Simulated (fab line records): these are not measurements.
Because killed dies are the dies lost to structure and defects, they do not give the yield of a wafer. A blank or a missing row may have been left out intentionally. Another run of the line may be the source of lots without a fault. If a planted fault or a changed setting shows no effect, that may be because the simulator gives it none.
fab line records + flow rit-cmos + part 2 of 2: steps 29 to 37 of 37
[record]
- lots = 5
- wafers = 15
- last-day = 7
route steps=202 shown GATE@75 FOX2@80 REOX@98 NLDD@103
lots with no fault: from the same line, run without faults
start-h: start of the lot's first displayed wafer, in hours after the record's first day + wait-h: time in hours since the lot's previous step + " repeats the value in the row above + L1.1+2: several wafers, shown together as one row + - no value present, or no start provided + * or withheld: withheld + < > ~ a bound
route shown NAME@n: NAME is a module with steps in the file, n the number in the route of the first one + usual: mean/standard deviation taken from wafers without a fault + same: alike in all rows + chamber/n: place in a boat + sites: each site's reading + _std_site: the standard deviation of these + _edge_site: outer sites' mean less inner sites' + radius-mm: for every site, how far away it sits from the centre of the wafer + mask NAME#n: copy n + behind: the last tool/chamber to shape the wafer + hold: why the lot was held/for how many hours/how that ended + device: the transistor (n, p or np) that didn't switch + end of line: tests run on the same wafers once the route is complete + step lacking rows: just its recipe + killed: the dies lost at the first sort to structure and to defects; this is not the yield of the wafer + map: per-die view of a wafer (x killed, . not killed, _ where there is no die)
set.NAME: the run value of the setting; set.NAME@STEP: its run value at that earlier step + model.NAME: the simulator's own value behind a step, which no gauge read
certain route steps with their lots: each step a table, each wafer a row
services: when a tool's chamber went out of use (start-h, in hours from the record's first day, below 0 if earlier), for how many hours, and the reason
[[steps]]
[step RIT_NLDD_HMDS_00]
[recipe]
- prime-time-s = 60
- prime-temp-c = 140
[usual]
- chill-plate-temp-C = 22.97/0.11
- exhaust-pa = 45.0/0.88
[same]
- prime-time-s = 60
| lot.wafer | tool           | chamber | start-h | wait-h | chill-plate-temp-C | exhaust-pa |
|-----------|----------------|---------|---------|--------|--------------------|------------|
| L077.1    | litho-track-02 | 0       | 57.44   | 0.1    | 23.08              | 43.6       |
| L077.2    | "              | 0       | "       | "      | 22.99              | 44.8       |
| L077.6    | "              | 0       | "       | "      | 23.03              | 43.5       |
| L079.1    | litho-track-01 | 0       | 67.58   | 0.1    | 22.84              | 46.0       |
| L079.2    | "              | 0       | "       | "      | 22.92              | 46.4       |
| L079.4    | "              | 0       | "       | "      | 22.86              | 46.0       |
| L090.3    | litho-track-01 | 0       | 131.64  | 0.1    | 22.99              | 46.3       |
| L090.4    | "              | 0       | "       | "      | 23.12              | 44.8       |
| L090.6    | "              | 0       | "       | "      | 23.08              | 44.3       |
| L095.1    | litho-track-03 | 0       | 153.97  | 0.1    | 22.84              | 45.9       |
| L095.5    | "              | 0       | "       | "      | 23.02              | 45.7       |
| L095.6    | "              | 0       | "       | "      | 22.88              | 46.1       |
| L096.2    | litho-track-02 | 0       | 158.00  | 0.1    | 22.94              | 44.6       |
| L096.3    | "              | 0       | "       | "      | 23.01              | 44.3       |
| L096.4    | "              | 0       | "       | "      | 23.03              | 42.8       |
[step RIT_NLDD_COAT_01]
[recipe]
- resist = NOVOLAK
- spin-rpm = 3250
- resist-thk-nm = 1000
[usual]
- chill-plate-temp-C = 23.00/0.097
- exhaust-pa = 45.1/0.97
| lot.wafer | tool           | chamber | start-h | wait-h | chill-plate-temp-C | exhaust-pa |
|-----------|----------------|---------|---------|--------|--------------------|------------|
| L077.1    | litho-track-02 | 0       | 57.59   | 0.1    | 23.03              | 43.8       |
| L077.2    | "              | 0       | "       | "      | 23.15              | 46.9       |
| L077.6    | "              | 0       | "       | "      | 22.99              | 44.7       |
| L079.1    | litho-track-01 | 0       | 67.73   | 0.1    | 23.06              | 46.1       |
| L079.2    | "              | 0       | "       | "      | 23.01              | 45.3       |
| L079.4    | "              | 0       | "       | "      | 22.93              | 47.2       |
| L090.3    | litho-track-01 | 0       | 131.79  | 0.1    | 22.90              | 46.5       |
| L090.4    | "              | 0       | "       | "      | 23.11              | 45.6       |
| L090.6    | "              | 0       | "       | "      | 22.85              | 44.5       |
| L095.1    | litho-track-03 | 0       | 154.12  | 0.1    | 22.93              | 45.6       |
| L095.5    | "              | 0       | "       | "      | 22.95              | 44.2       |
| L095.6    | "              | 0       | "       | "      | 22.97              | 45.4       |
| L096.2    | litho-track-02 | 0       | 158.15  | 0.1    | 23.11              | 45.4       |
| L096.3    | "              | 0       | "       | "      | 23.08              | 46.0       |
| L096.4    | "              | 0       | "       | "      | 23.07              | 46.4       |
[step RIT_NLDD_SOFTBAKE_02]
[recipe]
- resist = NOVOLAK
- temp-c = 90
- time-s = 60
[usual]
- chill-plate-temp-C = 23.03/0.1
- exhaust-pa = 45.1/0.88
| lot.wafer | tool           | chamber | start-h | wait-h | chill-plate-temp-C | exhaust-pa |
|-----------|----------------|---------|---------|--------|--------------------|------------|
| L077.1    | litho-track-02 | 0       | 57.74   | 0.1    | 23.05              | 46.2       |
| L077.2    | "              | 0       | "       | "      | 22.93              | 45.8       |
| L077.6    | "              | 0       | "       | "      | 23.10              | 45.8       |
| L079.1    | litho-track-01 | 0       | 67.88   | 0.1    | 23.22              | 46.5       |
| L079.2    | "              | 0       | "       | "      | 23.11              | 45.9       |
| L079.4    | "              | 0       | "       | "      | 23.27              | 44.2       |
| L090.3    | litho-track-01 | 0       | 131.94  | 0.1    | 22.87              | 44.0       |
| L090.4    | "              | 0       | "       | "      | 22.91              | 44.9       |
| L090.6    | "              | 0       | "       | "      | 22.98              | 45.0       |
| L095.1    | litho-track-03 | 0       | 154.27  | 0.1    | 23.14              | 45.7       |
| L095.5    | "              | 0       | "       | "      | 23.14              | 44.3       |
| L095.6    | "              | 0       | "       | "      | 23.12              | 45.8       |
| L096.2    | litho-track-02 | 0       | 158.30  | 0.1    | 23.08              | 43.9       |
| L096.3    | "              | 0       | "       | "      | 23.27              | 43.7       |
| L096.4    | "              | 0       | "       | "      | 23.19              | 44.7       |
[step RIT_NLDD_EXPOSE_03]
[recipe]
- mask-id = M7
- na = 0.57
- target-cd-nm = 40700
- dose-mj = 250
| lot.wafer  | tool             | chamber | start-h | wait-h | mask |
|------------|------------------|---------|---------|--------|------|
| L077.1+2+6 | iline-stepper-01 | 0       | 57.89   | 0.1    | M7#0 |
| L079.1+2+4 | iline-stepper-02 | 0       | 68.15   | 0.2    | M7#0 |
| L090.3+4+6 | iline-stepper-02 | 0       | 132.30  | 0.3    | M7#0 |
| L095.1+5+6 | iline-stepper-02 | 0       | 154.42  | 0.1    | M7#0 |
| L096.2+3+4 | iline-stepper-01 | 0       | 158.57  | 0.2    | M7#0 |
[step RIT_NLDD_PEB_04]
[recipe]
- resist = NOVOLAK
- temp-c = withheld
- time-s = withheld
[usual]
- chill-plate-temp-C = *
- exhaust-pa = 44.7/0.85
| lot.wafer | tool           | chamber | start-h | wait-h | chill-plate-temp-C | exhaust-pa |
|-----------|----------------|---------|---------|--------|--------------------|------------|
| L077.1    | litho-track-01 | 0       | 58.01   | 0.1    | *                  | 44.9       |
| L077.2    | "              | 0       | "       | "      | *                  | 43.9       |
| L077.6    | "              | 0       | "       | "      | *                  | 45.5       |
| L079.1    | litho-track-01 | 0       | 68.27   | 0.1    | *                  | 46.0       |
| L079.2    | "              | 0       | "       | "      | *                  | 47.0       |
| L079.4    | "              | 0       | "       | "      | *                  | 45.0       |
| L090.3    | litho-track-03 | 0       | 132.43  | 0.1    | *                  | 45.7       |
| L090.4    | "              | 0       | "       | "      | *                  | 43.5       |
| L090.6    | "              | 0       | "       | "      | *                  | 44.1       |
| L095.1    | litho-track-02 | 0       | 154.54  | 0.1    | *                  | 43.5       |
| L095.5    | "              | 0       | "       | "      | *                  | 45.0       |
| L095.6    | "              | 0       | "       | "      | *                  | 44.5       |
| L096.2    | litho-track-02 | 0       | 158.69  | 0.1    | *                  | 44.5       |
| L096.3    | "              | 0       | "       | "      | *                  | 44.6       |
| L096.4    | "              | 0       | "       | "      | *                  | 43.1       |
[step RIT_NLDD_DEVELOP_05]
[recipe]
- resist = NOVOLAK
- develop-time-s = 50
- dev-temp-c = 23
[usual]
- chill-plate-temp-C = 23.00/0.11
- exhaust-pa = 44.9/1.1
[same]
- develop-time-s = 50
| lot.wafer | tool           | chamber | start-h | wait-h | chill-plate-temp-C | exhaust-pa |
|-----------|----------------|---------|---------|--------|--------------------|------------|
| L077.1    | litho-track-01 | 0       | -       | -      | 22.91              | 43.7       |
| L077.2    | "              | 0       | "       | "      | 23.06              | 44.5       |
| L077.6    | "              | 0       | "       | "      | 22.99              | 42.8       |
| L079.1    | litho-track-01 | 0       | -       | -      | 23.06              | 45.0       |
| L079.2    | "              | 0       | "       | "      | 23.05              | 44.5       |
| L079.4    | "              | 0       | "       | "      | 23.14              | 43.7       |
| L090.3    | litho-track-03 | 0       | -       | -      | 22.97              | 43.4       |
| L090.4    | "              | 0       | "       | "      | 22.86              | 43.6       |
| L090.6    | "              | 0       | "       | "      | 23.03              | 45.1       |
| L095.1    | litho-track-02 | 0       | -       | -      | 22.99              | 44.5       |
| L095.5    | "              | 0       | "       | "      | 22.77              | 44.3       |
| L095.6    | "              | 0       | "       | "      | 22.93              | 47.1       |
| L096.2    | litho-track-02 | 0       | -       | -      | 23.26              | 43.5       |
| L096.3    | "              | 0       | "       | "      | 23.24              | 43.6       |
| L096.4    | "              | 0       | "       | "      | 23.09              | 44.4       |
[step RIT_NLDD_OVL_MEAS_06]
[usual]
- NLDD_OVL = -0.3/1.6
| lot.wafer | tool       | chamber | start-h | wait-h | NLDD_OVL[nm] |
|-----------|------------|---------|---------|--------|--------------|
| L077.1    | overlay-01 | -       | 58.29   | -      | -1.0         |
| L077.2    | "          | -       | "       | "      | -0.3         |
| L077.6    | "          | -       | "       | "      | -1.9         |
| L079.1    | overlay-02 | -       | 68.55   | -      | 2.3          |
| L079.2    | "          | -       | "       | "      | 0.0          |
| L079.4    | "          | -       | "       | "      | 0.6          |
| L090.3    | overlay-01 | -       | 132.67  | -      | -0.9         |
| L090.4    | "          | -       | "       | "      | -1.4         |
| L090.6    | "          | -       | "       | "      | -0.1         |
| L095.1    | overlay-02 | -       | 154.82  | -      | -1.3         |
| L095.5    | "          | -       | "       | "      | 1.5          |
| L095.6    | "          | -       | "       | "      | 0.0          |
| L096.2    | overlay-01 | -       | 158.95  | -      | -0.9         |
| L096.3    | "          | -       | "       | "      | -2.6         |
| L096.4    | "          | -       | "       | "      | -0.7         |
[step RIT_NLDD_HARDBAKE_07]
[recipe]
- resist = NOVOLAK
- temp-c = 140
- time-s = 60
[usual]
- chill-plate-temp-C = 22.99/0.12
- exhaust-pa = 45.2/0.87
| lot.wafer | tool           | chamber | start-h | wait-h | chill-plate-temp-C | exhaust-pa |
|-----------|----------------|---------|---------|--------|--------------------|------------|
| L077.1    | litho-track-02 | 0       | 58.33   | 0.0    | 22.71              | 44.7       |
| L077.2    | "              | 0       | "       | "      | 22.77              | 44.7       |
| L077.6    | "              | 0       | "       | "      | 22.63              | 44.4       |
| L079.1    | litho-track-01 | 0       | 68.59   | 0.0    | 23.08              | 43.5       |
| L079.2    | "              | 0       | "       | "      | 23.14              | 45.3       |
| L079.4    | "              | 0       | "       | "      | 23.02              | 44.8       |
| L090.3    | litho-track-01 | 0       | 132.75  | 0.1    | 23.04              | 44.7       |
| L090.4    | "              | 0       | "       | "      | 23.03              | 43.6       |
| L090.6    | "              | 0       | "       | "      | 23.08              | 44.8       |
| L095.1    | litho-track-01 | 0       | 154.86  | 0.0    | 22.99              | 45.2       |
| L095.5    | "              | 0       | "       | "      | 23.05              | 44.3       |
| L095.6    | "              | 0       | "       | "      | 22.92              | 44.9       |
| L096.2    | litho-track-03 | 0       | 159.01  | 0.0    | 22.93              | 46.6       |
| L096.3    | "              | 0       | "       | "      | 22.84              | 45.6       |
| L096.4    | "              | 0       | "       | "      | 22.96              | 45.3       |
[step RIT_NLDD_IMPLANT_08]
[recipe]
- species = P
- energy-kev = 20
- dose-cm2 = 5e+14
- tilt-deg = 7
[usual]
- tilt-deg = 7.000/0.022
| lot.wafer | tool         | chamber | start-h | wait-h | tilt-deg |
|-----------|--------------|---------|---------|--------|----------|
| L077.1    | implanter-02 | 0       | 58.48   | 0.1    | 6.954    |
| L077.2    | "            | 0       | "       | "      | 6.983    |
| L077.6    | "            | 0       | "       | "      | 7.016    |
| L079.1    | implanter-03 | 0       | 68.74   | 0.1    | 7.033    |
| L079.2    | "            | 0       | "       | "      | 7.010    |
| L079.4    | "            | 0       | "       | "      | 7.007    |
| L090.3    | implanter-02 | 0       | 132.90  | 0.1    | 6.962    |
| L090.4    | "            | 0       | "       | "      | 6.991    |
| L090.6    | "            | 0       | "       | "      | 7.007    |
| L095.1    | implanter-03 | 0       | 155.01  | 0.1    | 7.013    |
| L095.5    | "            | 0       | "       | "      | 7.013    |
| L095.6    | "            | 0       | "       | "      | 6.991    |
| L096.2    | implanter-02 | 0       | 159.16  | 0.1    | 7.011    |
| L096.3    | "            | 0       | "       | "      | 7.006    |
| L096.4    | "            | 0       | "       | "      | 7.005    |
[[services]]
| tool             | chamber | start-h | hours | kind                      |
|------------------|---------|---------|-------|---------------------------|
| iline-stepper-01 | -       | 28.59   | -     | consumable-replace:lamp   |
| rie-si-01        | 0       | 43.35   | 1.8   | repair                    |
| plasma-asher-02  | -       | 47.67   | 6.0   | repair                    |
| iline-stepper-02 | -       | 49.74   | 9.0   | repair                    |
| rie-si-01        | 2       | 53.24   | -     | clean                     |
| litho-track-01   | -       | 55.49   | -     | consumable-replace:filter |
| plasma-asher-03  | -       | 57.27   | 5.9   | repair                    |
| plasma-asher-02  | -       | 77.79   | 6.2   | repair                    |
| wet-bench-01     | -       | 90.80   | 7.5   | repair                    |
| wet-bench-04     | -       | 94.48   | 1.9   | pm                        |
| iline-stepper-01 | -       | 102.16  | 5.5   | repair                    |
| implanter-02     | -       | 106.58  | 0.5   | repair                    |
| furnace-04       | -       | 108.32  | 15.8  | pm                        |
| plasma-asher-02  | -       | 108.75  | 9.0   | pm                        |
| iline-stepper-02 | 0       | 110.26  | -     | calibration               |
| lpcvd-02         | -       | 111.80  | 2.8   | pm                        |
| implanter-03     | -       | 111.90  | 3.0   | pm                        |
| rie-si-02        | -       | 113.07  | 2.8   | pm                        |
| implanter-03     | -       | 115.48  | 6.8   | pm                        |
| rie-si-01        | 3       | 141.56  | 3.6   | repair                    |
| iline-stepper-01 | -       | 142.98  | 4.4   | pm                        |
| furnace-01       | -       | 144.96  | 2.9   | pm                        |
| furnace-03       | -       | 149.14  | 3.8   | pm                        |
| iline-stepper-01 | -       | 149.92  | 3.4   | repair                    |
